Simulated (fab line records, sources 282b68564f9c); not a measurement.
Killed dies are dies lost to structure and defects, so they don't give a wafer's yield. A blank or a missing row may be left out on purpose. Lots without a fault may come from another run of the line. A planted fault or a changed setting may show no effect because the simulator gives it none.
fab line records | flow rit_cmos
record lots=7 wafers=21 last_day=7
route steps=202 shown ACTIVE@11 FOX1@20 FOX2@23 NWELL@28 PWELL@39 WELLDRIVE@50 M1@202
lots that met no fault: from a run of the same line without faults
start_h: hours from the record's first day to the start of the lot's first wafer shown | wait_h: hours since the lot's step before | " the same as in the row above | L1.1+2: a row that stands for several wafers | - no value, or no start given | * or withheld: withheld | < > ~ a bound
route shown NAME@n: a module of which the file shows steps, and the number in the route of the first | usual: mean/standard deviation of fault-free wafers | same: alike in all rows | chamber/n: place in a boat | sites: the reading at each site | _std_site: their standard deviation | _edge_site: outer sites' mean less inner sites' | radius_mm: how far each site lies from the wafer's centre | mask NAME#n: copy n | behind: the tool/chamber that last shaped the wafer | hold: why the lot was held/for how many hours/how that ended | device: the transistor (n, p or np) that didn't switch | end of line: the same wafers' tests at the end of the route | a step without rows: its recipe alone | killed: dies lost to structure and defects at the first sort, not the wafer's yield | map: a wafer's dies, x killed, . not, _ none there
set.NAME: the setting as run; set.NAME@STEP: as run at that earlier step | model.NAME: the simulator's own value behind a step, which no gauge read
lots at some steps of the route; a table a step, a row a wafer
services: from which hour (start_h, from the record's first day; less than 0 if before it) a tool's chamber was out of use, for how many hours, and why
## steps
# step RIT_ACTIVE_DEVELOP_10
# recipe resist=NOVOLAK develop_time_s=50 dev_temp_c=23
# step RIT_ACTIVE_CD_MEAS_11
# recipe target_cd_nm=1400
# usual cd_nm=1400.4/2.4
# columns lot.wafer tool chamber start_h wait_h cd_nm
L415.2 cd_sem-01 - 44.58 - 1399.6
L415.5 " - " " 1400.0
L415.6 " - " " 1400.6
L416.2 cd_sem-01 - 49.58 - 1396.6
L416.3 " - " " 1400.1
L416.5 " - " " 1399.0
L418.1 cd_sem-01 - 61.13 - 1397.7
L418.5 " - " " 1400.4
L418.6 " - " " 1399.0
L420.2 cd_sem-01 - 69.58 - 1401.9
L420.4 " - " " 1399.4
L420.6 " - " " 1399.8
L425.3 cd_sem-02 - 95.68 - 1401.0
L425.4 " - " " 1402.0
L425.6 " - " " 1400.3
L426.1 cd_sem-02 - 99.76 - 1400.7
L426.2 " - " " 1397.3
L426.5 " - " " 1399.8
L428.3 cd_sem-01 - 110.57 - 1397.8
L428.5 " - " " 1395.9
L428.6 " - " " 1397.5
# step RIT_ACTIVE_HARDBAKE_12
# recipe resist=NOVOLAK temp_c=140 time_s=60
# step RIT_ACTIVE_ETCH_13
# recipe stop_on=SiO2 chemistry=SF6 target=Si3N4 time_s=210 over_etch_frac=0.4 SF6_flow_sccm=200 pressure_mtorr=260 rf_w=125 target_depth_a=2100
# usual drypump_motor_current_A=5.6/0.37 oes_product_au=0.818/0.0099 throttle_valve_pct=7.49/0.1
# columns lot.wafer tool chamber start_h wait_h drypump_motor_current_A oes_product_au rf_hours_counter_h throttle_valve_pct
L415.2 rie_diel-02 1 44.83 0.1 5.7 0.822 150 7.72
L415.5 " 2 " " 6.3 0.821 - 7.36
L415.6 " 1 " " 5.6 0.821 - 7.71
L416.2 rie_diel-02 3 49.83 0.1 5.5 0.824 162 7.53
L416.3 " 1 " " 5.6 0.819 150 7.70
L416.5 " 3 " " 5.5 0.805 - 7.53
L418.1 rie_diel-04 1 61.40 0.1 5.7 0.811 50 7.46
L418.5 " 3 " " 5.9 0.801 - 7.56
L418.6 " 1 " " 5.7 0.818 - 7.46
L420.2 rie_diel-03 2 69.83 0.1 6.0 0.816 109 7.35
L420.4 " 1 " " 5.7 0.814 165 7.49
L420.6 " 3 " " 5.6 0.812 - 7.56
L425.3 rie_diel-02 3 95.91 0.1 5.5 0.839 0 7.52
L425.4 " 0 " " 5.8 0.818 92 7.34
L425.6 " 3 " " 5.5 0.837 - 7.53
L426.1 rie_diel-02 1 100.03 0.1 5.6 0.826 152 7.69
L426.2 " 3 " " 5.6 0.828 0 7.51
L426.5 " 0 " " 5.8 0.826 - 7.35
L428.3 rie_diel-04 0 110.80 0.1 5.5 0.826 113 7.54
L428.5 " 0 " " 5.5 0.827 - 7.53
L428.6 " 3 " " 5.9 0.818 - 7.56
# step RIT_ACTIVE_STRIP_14
# recipe chemistry=O2 time_s=180 resist=NOVOLAK platen_temp_c=withheld power_w=500 pressure_mtorr=4000 o2_flow_sccm=4000
# usual drypump_motor_current_A=6.0/0.42
# columns lot.wafer tool chamber start_h wait_h drypump_motor_current_A rf_hours_counter_h
L415.2 plasma_asher-02 0 44.97 0.1 6.2 40
L415.5 " 0 " " 6.2 -
L415.6 " 1 " " 5.5 -
L416.2 plasma_asher-03 0 49.97 0.1 5.4 40
L416.3 " 0 " " 5.4 -
L416.5 " 1 " " 6.4 -
L418.1 plasma_asher-03 1 61.53 0.1 6.4 41
L418.5 " 1 " " 6.4 -
L418.6 " 0 " " 5.4 -
L420.2 plasma_asher-02 1 69.97 0.1 5.5 42
L420.4 " 1 " " 5.5 -
L420.6 " 0 " " 6.2 -
L425.3 plasma_asher-02 0 96.10 0.1 6.2 -
L425.4 " 1 " " 5.5 -
L425.6 " 0 " " 6.2 -
L426.1 plasma_asher-03 1 100.17 0.1 6.4 45
L426.2 " 0 " " 5.4 45
L426.5 " 1 " " 6.4 -
L428.3 plasma_asher-01 1 110.99 0.1 6.0 -
L428.5 " 0 " " 6.5 -
L428.6 " 1 " " 6.0 -
# step RIT_ACTIVE_CD_MEAS_90
# recipe target_cd_nm=1400
# usual cd_nm=1400.5/2.4
# columns lot.wafer tool chamber start_h wait_h cd_nm
L415.2 cd_sem-02 - 45.16 0.1 1399.7
L415.5 " - " " 1399.9
L415.6 " - " " 1401.2
L416.2 cd_sem-02 - 50.16 0.1 1396.5
L416.3 " - " " 1400.1
L416.5 " - " " 1399.2
L418.1 cd_sem-01 - 61.71 0.1 1398.0
L418.5 " - " " 1400.8
L418.6 " - " " 1399.1
L420.2 cd_sem-01 - 70.16 0.1 1401.8
L420.4 " - " " 1399.2
L420.6 " - " " 1399.8
L425.3 cd_sem-02 - 96.26 0.1 1401.2
L425.4 " - " " 1402.0
L425.6 " - " " 1400.3
L426.1 cd_sem-02 - 100.44 0.2 1400.7
L426.2 " - " " 1397.2
L426.5 " - " " 1399.9
L428.3 cd_sem-02 - 111.15 0.1 1398.0
L428.5 " - " " 1395.8
L428.6 " - " " 1397.2
# step RIT_ACTIVE_CLEAN_15
# recipe chemistry=SC1 mix=3:3:50 time_s=600 temp_c=75
# step RIT_ACTIVE_CLEAN_16
# recipe chemistry=dHF dilution=50:1 time_s=30
# step RIT_ACTIVE_CLEAN_17
# recipe chemistry=SC2 mix=3:3:50 time_s=600 temp_c=75 dry=n2_spin
# step RIT_FOX1_OXIDATION_00
# recipe temp_c=1100 ambient=H2O target_thk_a=3507 p_h2o_torr=720 ox_time_s=1130
# step RIT_FOX1_THK_MEAS_01
# recipe reads=SiO2_of_FOX1_OXIDATION_00
# usual FOX1_OXIDE_THK=349/6.1
# columns lot.wafer tool chamber start_h wait_h FOX1_OXIDE_THK[nm]
L415.2 film_metro-02 - 47.32 0.0 340
L415.5 " - " " 343
L415.6 " - " " 339
L416.2 film_metro-02 - 51.96 0.0 352
L416.3 " - " " 342
L416.5 " - " " 347
L418.1 film_metro-02 - 64.60 0.0 350
L418.5 " - " " 346
L418.6 " - " " 347
L420.2 film_metro-03 - 72.12 0.0 355
L420.4 " - " " 352
L420.6 " - " " 352
L425.3 film_metro-02 - 98.05 0.0 352
L425.4 " - " " 347
L425.6 " - " " 351
L426.1 film_metro-03 - 104.72 0.0 349
L426.2 " - " " 352
L426.5 " - " " 348
L428.3 film_metro-04 - 115.55 0.0 356
L428.5 " - " " 357
L428.6 " - " " 355
# step RIT_FOX1_WET_ETCH_02
# recipe chemistry=BOE target_depth_nm=350 time_s=390 temp_c=21.5 dry=n2_spin dilution=10:1 target=SiO2
# step RIT_FOX2_OXIDATION_00
# recipe temp_c=1100 ambient=H2O target_thk_a=3507 p_h2o_torr=720 ox_time_s=1130
# usual zone_power_source_pct=38.9/2.9
# columns lot.wafer tool chamber start_h wait_h zone_power_source_pct
L415.2 furnace-03 0 47.60 0.0 41.5
L415.5 " 0 " " 41.8
L415.6 " 0 " " 41.6
L416.2 furnace-04 0 52.13 0.0 35.7
L416.3 " 0 " " 35.1
L416.5 " 0 " " 35.4
L418.1 furnace-03 0 64.79 0.0 41.3
L418.5 " 0 " " 40.9
L418.6 " 0 " " 40.8
L420.2 furnace-03 0 72.29 0.0 41.2
L420.4 " 0 " " 41.7
L420.6 " 0 " " 41.6
L425.3 furnace-04 0 99.40 1.2 35.2
L425.4 " 0 " " 34.9
L425.6 " 0 " " 35.4
L426.1 furnace-03 0 104.90 0.0 41.8
L426.2 " 0 " " 41.1
L426.5 " 0 " " 41.0
L428.3 furnace-04 0 116.02 0.3 34.8
L428.5 " 0 " " 35.5
L428.6 " 0 " " 35.4
# step RIT_FOX2_THK_MEAS_01
# recipe reads=SiO2_of_FOX2_OXIDATION_00
# usual FOX2_OXIDE_THK=349/5.9
# columns lot.wafer tool chamber start_h wait_h FOX2_OXIDE_THK[nm]
L415.2 film_metro-03 - 48.92 0.0 349
L415.5 " - " " 349
L415.6 " - " " 347
L416.2 film_metro-01 - 53.46 0.0 336
L416.3 " - " " 336
L416.5 " - " " 343
L418.1 film_metro-02 - 66.10 0.0 347
L418.5 " - " " 343
L418.6 " - " " 347
L420.2 film_metro-03 - 73.61 0.0 347
L420.4 " - " " 346
L420.6 " - " " 346
L425.3 film_metro-03 - 100.73 0.0 362
L425.4 " - " " 357
L425.6 " - " " 357
L426.1 film_metro-01 - 106.21 0.0 342
L426.2 " - " " 346
L426.5 " - " " 347
L428.3 film_metro-01 - 117.35 0.0 348
L428.5 " - " " 345
L428.6 " - " " 344
# step RIT_FOX2_CLEAN_02
# recipe chemistry=dHF dilution=50:1 time_s=180
# step RIT_FOX2_WET_ETCH_03
# recipe chemistry=H3PO4 target=Si3N4 target_depth_nm=195 temp_c=165 time_s=2700
# step RIT_FOX2_THK_MEAS_90
# recipe reads=SiO2_of_FOX2_OXIDATION_00
# usual FIELD_OXIDE_LEFT_1_THK=321/6
# columns lot.wafer tool chamber start_h wait_h FIELD_OXIDE_LEFT_1_THK[nm]
L415.2 film_metro-02 - 50.56 0.0 322
L415.5 " - " " 321
L415.6 " - " " 320
L416.2 film_metro-01 - 54.34 0.0 309
L416.3 " - " " 309
L416.5 " - " " 315
L418.1 film_metro-01 - 66.98 0.0 319
L418.5 " - " " 315
L418.6 " - " " 320
L420.2 film_metro-03 - 74.49 0.0 319
L420.4 " - " " 319
L420.6 " - " " 318
L425.3 film_metro-03 - 101.61 0.0 335
L425.4 " - " " 330
L425.6 " - " " 330
L426.1 film_metro-01 - 107.09 0.0 314
L426.2 " - " " 319
L426.5 " - " " 319
L428.3 film_metro-02 - 118.30 0.0 321
L428.5 " - " " 318
L428.6 " - " " 317
# step RIT_NWELL_HMDS_00
# recipe prime_time_s=60 prime_temp_c=140
# step RIT_NWELL_COAT_01
# recipe resist=NOVOLAK spin_rpm=2000 resist_thk_nm=1300
# step RIT_NWELL_SOFTBAKE_02
# recipe resist=NOVOLAK temp_c=90 time_s=60
# step RIT_NWELL_EXPOSE_03
# recipe mask_id=M2 na=0.57 target_cd_nm=43900 dose_mj=250
# step RIT_NWELL_PEB_04
# recipe resist=NOVOLAK temp_c=withheld time_s=withheld
# step RIT_NWELL_DEVELOP_05
# recipe resist=NOVOLAK develop_time_s=68 dev_temp_c=23
# step RIT_NWELL_OVL_MEAS_06
# usual NWELL_OVL=0.1/1.3
# columns lot.wafer tool chamber start_h wait_h NWELL_OVL[nm]
L415.2 overlay-01 - 51.50 - 1.0
L415.5 " - " " -1.2
L415.6 " - " " -0.8
L416.2 overlay-02 - 55.27 - 1.6
L416.3 " - " " 1.8
L416.5 " - " " 0.0
L418.1 overlay-01 - 67.93 - -0.5
L418.5 " - " " -0.4
L418.6 " - " " 0.0
L420.2 overlay-01 - 75.55 - 1.2
L420.4 " - " " 0.8
L420.6 " - " " -1.7
L425.3 overlay-01 - 102.59 - 3.3
L425.4 " - " " 2.5
L425.6 " - " " 1.1
L426.1 overlay-01 - 108.15 - -0.1
L426.2 " - " " -0.1
L426.5 " - " " -1.3
L428.3 overlay-02 - 119.35 - -2.0
L428.5 " - " " -0.3
L428.6 " - " " -0.1
# step RIT_NWELL_HARDBAKE_07
# recipe resist=NOVOLAK temp_c=140 time_s=120
# step RIT_NWELL_IMPLANT_08
# recipe species=P energy_kev=170 dose_cm2=5e+13 tilt_deg=7
# step RIT_NWELL_STRIP_09
# recipe chemistry=O2 time_s=180 resist=NOVOLAK platen_temp_c=withheld power_w=500 pressure_mtorr=4000 o2_flow_sccm=4000
# usual drypump_motor_current_A=5.9/0.36
# columns lot.wafer tool chamber start_h wait_h drypump_motor_current_A rf_hours_counter_h
L415.2 plasma_asher-04 0 52.03 0.1 5.9 43
L415.5 " 0 " " 5.9 -
L415.6 " 1 " " 5.7 -
L416.2 plasma_asher-04 0 55.70 0.1 5.9 44
L416.3 " 1 " " 5.7 -
L416.5 " 1 " " 5.8 -
L418.1 plasma_asher-03 1 68.37 0.1 6.4 41
L418.5 " 1 " " 6.4 -
L418.6 " 0 " " 5.4 -
L420.2 plasma_asher-02 0 75.98 0.1 6.2 43
L420.4 " 0 " " 6.2 -
L420.6 " 1 " " 5.5 -
L425.3 plasma_asher-03 0 103.08 0.1 5.4 -
L425.4 " 1 " " 6.4 -
L425.6 " 0 " " 5.4 -
L426.1 plasma_asher-04 1 108.59 0.1 5.7 49
L426.2 " 0 " " 5.9 49
L426.5 " 1 " " 5.8 -
L428.3 plasma_asher-02 0 119.84 0.1 6.2 -
L428.5 " 0 " " 6.2 -
L428.6 " 1 " " 5.5 -
# step RIT_NWELL_TW_MEAS_10
# usual NWELL_TW=2133/22
# columns lot.wafer tool chamber start_h wait_h NWELL_TW
L415.2 film_metro-03 - 52.21 0.1 2102
L415.5 " - " " 2126
L415.6 " - " " 2114
L416.2 film_metro-04 - 55.89 0.1 2126
L416.3 " - " " 2143
L416.5 " - " " 2142
L418.1 film_metro-03 - 68.54 0.1 2101
L418.5 " - " " 2104
L418.6 " - " " 2110
L420.2 film_metro-04 - 76.16 0.1 2158
L420.4 " - " " 2162
L420.6 " - " " 2155
L425.3 film_metro-04 - 103.21 0.1 2150
L425.4 " - " " 2152
L425.6 " - " " 2142
L426.1 film_metro-04 - 108.76 0.1 2145
L426.2 " - " " 2148
L426.5 " - " " 2146
L428.3 film_metro-04 - 119.97 0.1 2136
L428.5 " - " " 2152
L428.6 " - " " 2154
# step RIT_PWELL_HMDS_00
# recipe prime_time_s=60 prime_temp_c=140
# step RIT_PWELL_COAT_01
# recipe resist=NOVOLAK spin_rpm=2000 resist_thk_nm=1300
# step RIT_PWELL_SOFTBAKE_02
# recipe resist=NOVOLAK temp_c=90 time_s=60
# step RIT_PWELL_EXPOSE_03
# recipe mask_id=M3 na=0.57 target_cd_nm=43700 dose_mj=250
# step RIT_PWELL_PEB_04
# recipe resist=NOVOLAK temp_c=withheld time_s=withheld
# step RIT_PWELL_DEVELOP_05
# recipe resist=NOVOLAK develop_time_s=68 dev_temp_c=23
# step RIT_PWELL_OVL_MEAS_06
# usual PWELL_OVL=0.2/1.4
# columns lot.wafer tool chamber start_h wait_h PWELL_OVL[nm]
L415.2 overlay-02 - 53.27 - 1.0
L415.5 " - " " 1.8
L415.6 " - " " 2.9
L416.2 overlay-01 - 56.83 - 0.1
L416.3 " - " " -0.2
L416.5 " - " " -0.4
L418.1 overlay-02 - 69.71 - 0.5
L418.5 " - " " -2.7
L418.6 " - " " -0.8
L420.2 overlay-02 - 77.32 - -1.2
L420.4 " - " " 1.5
L420.6 " - " " 0.1
L425.3 overlay-02 - 104.45 - -0.4
L425.4 " - " " -0.2
L425.6 " - " " 0.8
L426.1 overlay-01 - 109.70 - 0.1
L426.2 " - " " -0.7
L426.5 " - " " -1.2
L428.3 overlay-02 - 121.04 - 1.6
L428.5 " - " " -1.4
L428.6 " - " " 1.7
# step RIT_PWELL_HARDBAKE_07
# recipe resist=NOVOLAK temp_c=140 time_s=120
# step RIT_PWELL_IMPLANT_08
# recipe species=B energy_kev=170 dose_cm2=7e+13 tilt_deg=7
# step RIT_PWELL_STRIP_09
# recipe chemistry=O2 time_s=180 resist=NOVOLAK platen_temp_c=withheld power_w=500 pressure_mtorr=4000 o2_flow_sccm=4000
# usual drypump_motor_current_A=5.9/0.31
# columns lot.wafer tool chamber start_h wait_h drypump_motor_current_A rf_hours_counter_h
L415.2 plasma_asher-02 0 53.92 0.1 6.2 40
L415.5 " 1 " " 5.5 -
L415.6 " 0 " " 6.2 -
L416.2 plasma_asher-01 1 57.26 0.1 6.0 25
L416.3 " 1 " " 6.0 -
L416.5 " 1 " " 6.0 -
L418.1 plasma_asher-04 1 70.23 0.1 5.7 45
L418.5 " 0 " " 5.9 -
L418.6 " 1 " " 5.7 -
L420.2 plasma_asher-04 1 77.76 0.1 5.8 46
L420.4 " 0 " " 5.9 -
L420.6 " 1 " " 5.7 -
L425.3 plasma_asher-04 1 104.93 0.1 5.7 -
L425.4 " 0 " " 5.9 -
L425.6 " 0 " " 5.8 -
L426.1 plasma_asher-04 0 110.21 0.1 5.9 49
L426.2 " 1 " " 5.8 49
L426.5 " 0 " " 5.9 -
L428.3 plasma_asher-01 1 121.52 0.1 6.0 -
L428.5 " 0 " " 6.5 -
L428.6 " 1 " " 6.0 -
# step RIT_PWELL_TW_MEAS_10
# usual PWELL_TW=943/11
# columns lot.wafer tool chamber start_h wait_h PWELL_TW
L415.2 film_metro-03 - 54.10 0.1 939
L415.5 " - " " 935
L415.6 " - " " 939
L416.2 film_metro-04 - 57.44 0.1 949
L416.3 " - " " 949
L416.5 " - " " 946
L418.1 film_metro-01 - 70.41 0.1 949
L418.5 " - " " 952
L418.6 " - " " 952
L420.2 film_metro-01 - 77.95 0.1 955
L420.4 " - " " 956
L420.6 " - " " 955
L425.3 film_metro-03 - 105.07 0.1 937
L425.4 " - " " 933
L425.6 " - " " 929
L426.1 film_metro-03 - 110.39 0.1 929
L426.2 " - " " 935
L426.5 " - " " 933
L428.3 film_metro-03 - 121.66 0.1 929
L428.5 " - " " 928
L428.6 " - " " 923
# step RIT_WELLDRIVE_ANNEAL_00
# recipe temp_c=1100 time_s=14700 ambient=N2
# step RIT_WELLDRIVE_RS_MEAS_01
# recipe thk_meas_gauge=four-point-probe
# usual NWELL_RS=275.4/0.7
# columns lot.wafer tool chamber start_h wait_h NWELL_RS[ohm/sq]
L415.2 film_metro-01 - 59.26 0.0 275.8
L415.5 " - " " 275.3
L415.6 " - " " 275.1
L416.2 film_metro-01 - 63.30 0.0 275.8
L416.3 " - " " 275.7
L416.5 " - " " 276.9
L418.1 film_metro-03 - 75.55 0.0 276.0
L418.5 " - " " 275.4
L418.6 " - " " 276.1
L420.2 film_metro-03 - 83.10 0.0 274.3
L420.4 " - " " 274.5
L420.6 " - " " 273.9
L425.3 film_metro-01 - 110.87 0.0 276.3
L425.4 " - " " 275.9
L425.6 " - " " 276.3
L426.1 film_metro-04 - 116.02 0.0 274.5
L426.2 " - " " 274.0
L426.5 " - " " 273.8
L428.3 film_metro-03 - 126.82 0.0 275.8
L428.5 " - " " 276.1
L428.6 " - " " 275.6
# step RIT_WELLDRIVE_RS_MEAS_02
# recipe thk_meas_gauge=four-point-probe
# usual PWELL_RS=429.4/1.1
# columns lot.wafer tool chamber start_h wait_h PWELL_RS[ohm/sq]
L415.2 film_metro-01 - 59.38 0.1 429.3
L415.5 " - " " 429.8
L415.6 " - " " 429.9
L416.2 film_metro-01 - 63.42 0.1 430.5
L416.3 " - " " 430.0
L416.5 " - " " 430.0
L418.1 film_metro-03 - 75.67 0.1 427.5
L418.5 " - " " 428.4
L418.6 " - " " 428.3
L420.2 film_metro-03 - 83.22 0.1 430.5
L420.4 " - " " 429.2
L420.6 " - " " 427.1
L425.3 film_metro-01 - 110.99 0.1 429.4
L425.4 " - " " 430.6
L425.6 " - " " 429.0
L426.1 film_metro-04 - 116.14 0.1 429.7
L426.2 " - " " 431.1
L426.5 " - " " 430.9
L428.3 film_metro-03 - 126.94 0.1 428.9
L428.5 " - " " 428.7
L428.6 " - " " 429.7
# step RIT_M1_PROBE_99
# usual killed_at_contacts=0.0/0.25 killed_at_front_end=6.6/2.7 killed_dies=6.7/2.7 killed_open=3.3/1.9 killed_short=3.4/1.9
# same gross_dies=264 killed_at_M0_to_M3=0 killed_at_M4_up=0 killed_at_back_side=0 killed_at_other=0
# columns lot.wafer tool chamber start_h wait_h killed_at_contacts killed_at_front_end killed_dies killed_open killed_short model.etest.pmos_0p15.gate_log10_a_cm2 model.etest.nmos_0p15.gate_log10_a_cm2 model.etest.gate_to_diffusion_comb.leak_log10_a_um model.etest.diode_nwell_sub.leak_log10_a_cm2 model.etest.nmos_0p15.gate_bv_v model.etest.pmos_0p15.gate_bv_v model.etest.pmos_0p15.bv_v model.etest.pmos_0p3.bv_v
L415.2 prober-01 - 88.72 0.1 0 3 3 1 2 -6.893 -5.82 -12.57 -7.567 4.879 4.775 5.748 5.745
L415.5 prober-01 - 88.87 0.2 0 5 5 2 3 -6.888 -5.795 -12.45 -7.437 4.915 4.83 5.783 5.781
L415.6 prober-01 - 88.92 0.2 0 7 7 5 2 -6.72 -5.741 -12.59 -7.456 4.873 4.767 5.718 5.717
L416.2 prober-02 - 92.57 0.1 0 6 6 4 2 -6.926 -5.884 -12.49 -7.618 4.919 4.821 5.769 5.769
L416.3 prober-02 - 92.62 0.2 0 5 5 2 3 -6.895 -5.91 -12.77 -7.311 4.907 4.835 5.789 5.787
L416.5 prober-02 - 92.72 0.2 0 12 12 9 3 -6.961 -5.716 -12.44 -7.492 4.922 4.842 5.785 5.783
L418.1 prober-02 - 105.87 0.1 0 5 5 4 1 -3.085 -2.465 -9.47 -5.916 3.52 3.41 4.57 4.57
L418.5 prober-02 - 106.07 0.2 0 10 10 6 4 -3.125 -2.491 -9.574 -5.749 3.469 3.384 4.543 4.543
L418.6 prober-02 - 106.12 0.2 0 6 6 5 1 -3.034 -2.515 -9.668 -5.906 3.537 3.42 4.581 4.581
L420.2 prober-02 - 113.58 0.1 0 7 7 2 5 -2.562 -2.097 -9.112 -5.663 3.382 3.252 4.423 4.423
L420.4 prober-02 - 113.68 0.2 0 4 4 2 2 -2.449 -1.827 -8.785 -5.802 3.292 3.196 4.372 4.372
L420.6 prober-02 - 113.78 0.2 0 7 7 3 4 -2.602 -2.019 -8.995 -5.901 3.37 3.249 4.421 4.421
L425.3 prober-01 - 144.20 0.2 0 8 8 5 3 -6.813 -5.961 -12.57 -7.668 4.941 4.799 5.707 5.707
L425.4 prober-01 - 144.25 0.2 1 10 11 7 4 -6.708 -5.585 -12.44 -7.566 4.853 4.773 5.701 5.7
L425.6 prober-01 - 144.35 0.2 0 6 6 2 4 -6.31 -5.244 -12.2 -7.69 4.83 4.713 5.655 5.655
L426.1 prober-01 - 148.20 0.1 0 5 5 2 3 -2.939 -2.188 -9.185 -5.861 3.459 3.354 4.514 4.514
L426.2 prober-01 - 148.25 0.1 0 8 8 1 7 -3.135 -2.444 -9.5 -5.896 3.492 3.396 4.553 4.553
L426.5 prober-01 - 148.40 0.2 0 7 7 3 4 -2.6 -2.121 -9.235 -6.101 3.375 3.291 4.454 4.454
L428.3 prober-02 - 159.15 0.2 0 3 3 0 3 -6.532 -5.467 -12.36 -7.577 4.786 4.728 5.669 5.669
L428.5 prober-02 - 159.25 0.2 0 4 4 3 1 -6.688 -5.713 -12.42 -7.356 4.815 4.732 5.664 5.664
L428.6 prober-02 - 159.30 0.2 0 3 3 3 0 -6.44 -5.395 -12.31 -7.543 4.792 4.696 5.638 5.637
# killed by level:class
L415.2 FOX1:geometric_particle:short=1 GATE:geometric_particle:open=1 REOX:geometric_particle:short=1
L415.5 SPACER:geometric_particle:open=2 ACTIVE:geometric_particle:short=1 SPACER:geometric_particle:short=1 REOX:geometric_particle:short=1
L415.6 SPACER:geometric_particle:open=2 FOX1:geometric_particle:open=1 FOX2:geometric_particle:short=1 GATE:geometric_particle:open=1 REOX:geometric_particle:open=1 SPACER:geometric_particle:short=1
L416.2 SILICIDE:geometric_particle:open=2 FOX1:geometric_particle:short=1 GATE:geometric_particle:open=1 GATE:geometric_particle:short=1 REOX:geometric_particle:open=1
L416.3 SPACER:geometric_particle:short=2 FOX1:geometric_particle:short=1 FOX2:geometric_particle:open=1 SPACER:geometric_particle:open=1
L416.5 GATE:geometric_particle:open=4 REOX:geometric_particle:open=2 SPACER:geometric_particle:open=2 FOX1:geometric_particle:open=1 FOX1:geometric_particle:short=1 SILICIDE:geometric_particle:short=1 GATE:geometric_particle:short=1
L418.1 GATE:geometric_particle:open=2 FOX1:geometric_particle:open=1 FOX2:geometric_particle:open=1 SILICIDE:geometric_particle:short=1
L418.5 GATE:geometric_particle:open=4 FOX1:geometric_particle:open=2 GATE:geometric_particle:short=2 FOX1:geometric_particle:short=1 REOX:geometric_particle:short=1
L418.6 GATE:geometric_particle:open=2 SILICIDE:geometric_particle:open=2 FOX1:geometric_particle:short=1 FOX2:geometric_particle:open=1
L420.2 SILICIDE:geometric_particle:short=3 SPACER:geometric_particle:open=2 FOX1:geometric_particle:short=1 REOX:geometric_particle:short=1
L420.4 FOX1:geometric_particle:open=1 GATE:geometric_particle:short=1 REOX:geometric_particle:open=1 REOX:geometric_particle:short=1
L420.6 GATE:geometric_particle:short=2 FOX2:geometric_particle:open=1 FOX2:geometric_particle:short=1 GATE:geometric_particle:open=1 REOX:geometric_particle:open=1 SILICIDE:geometric_particle:short=1
L425.3 GATE:geometric_particle:short=2 GATE:geometric_particle:open=2 FOX1:geometric_particle:open=1 REOX:geometric_particle:short=1 SPACER:geometric_particle:open=1 SILICIDE:geometric_particle:open=1
L425.4 GATE:geometric_particle:open=3 FOX1:geometric_particle:short=1 FOX2:geometric_particle:open=1 FOX2:geometric_particle:short=1 REOX:geometric_particle:open=1 SPACER:geometric_particle:open=1 SILICIDE:geometric_particle:short=1 SILICIDE:geometric_particle:open=1
L425.6 GATE:geometric_particle:short=2 FOX2:geometric_particle:short=1 GATE:geometric_particle:open=1 SILICIDE:geometric_particle:open=1 SILICIDE:geometric_particle:short=1
L426.1 GATE:geometric_particle:short=2 FOX1:geometric_particle:open=1 GATE:geometric_particle:open=1 REOX:geometric_particle:short=1
L426.2 FOX1:geometric_particle:short=2 REOX:geometric_particle:short=2 FOX2:geometric_particle:short=1 GATE:geometric_particle:open=1 SPACER:geometric_particle:short=1 SILICIDE:geometric_particle:short=1
L426.5 FOX1:geometric_particle:open=2 GATE:geometric_particle:short=2 FOX1:geometric_particle:short=1 FOX2:geometric_particle:short=1 FOX2:geometric_particle:open=1
L428.3 ACTIVE:geometric_particle:short=1 FOX1:geometric_particle:short=1 GATE:geometric_particle:short=1
L428.5 REOX:geometric_particle:open=2 FOX1:geometric_particle:open=1 SILICIDE:geometric_particle:short=1
L428.6 FOX1:geometric_particle:open=1 GATE:geometric_particle:open=1 REOX:geometric_particle:open=1
## services
# columns tool chamber start_h hours kind
furnace-04 - 27.05 2.7 pm
rie_diel-03 3 35.25 9.1 repair
plasma_asher-02 - 43.78 0.9 repair
rie_diel-02 2 47.65 11.6 repair
rie_diel-03 - 48.09 2.5 repair
furnace-03 - 51.46 3.2 pm
plasma_asher-03 - 56.69 2.8 pm
rie_diel-04 0 58.18 22.7 repair
rie_diel-02 3 74.83 - clean
rie_diel-02 3 74.83 14.3 scheduled_down
rie_diel-02 3 74.83 14.3 vent_cycle
rie_diel-03 1 75.40 - clean
rie_diel-03 1 75.40 16.6 scheduled_down
rie_diel-03 1 75.40 16.6 vent_cycle
rie_diel-02 2 104.54 - clean
rie_diel-02 2 104.54 30.5 scheduled_down
rie_diel-02 2 104.54 30.5 vent_cycle
plasma_asher-03 - 108.75 9.0 pm
plasma_asher-03 0 108.75 9.0 vent_cycle
plasma_asher-03 1 108.75 9.0 vent_cycle
rie_diel-02 1 109.40 4.0 repair
rie_diel-03 - 111.51 1.0 repair
plasma_asher-03 0 117.75 - clean
plasma_asher-03 1 117.75 - clean
## key
first_sign none at tools or gauges
model_effect step=RIT_M1_PROBE_99 value=etest.pmos_0p15.gate_log10_a_cm2 without=-6.555 struck=-2.837
met_at RIT_FOX2_OXIDATION_00
struck_wafers L418.1,L418.5,L418.6,L420.2,L420.4,L420.6,L426.1,L426.2,L426.5
tester_left_out L418,L420,L426
onset_between 47.60 64.79
fault kind=metallic_contamination_source tool=furnace-03 chamber=- onset_h=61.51 steps=RIT_FOX2_OXIDATION_00 rate_cm2_per_visit=6e+12 species=metal_fe_cm2
# tester_left_out: of these lots the tester's yield and bins aren't shown, on N5 and GAA mostly nor the transistor test; their killed dies are dies lost to structure and defects alone, not to doping, threshold or leakage, so they don't give the yield
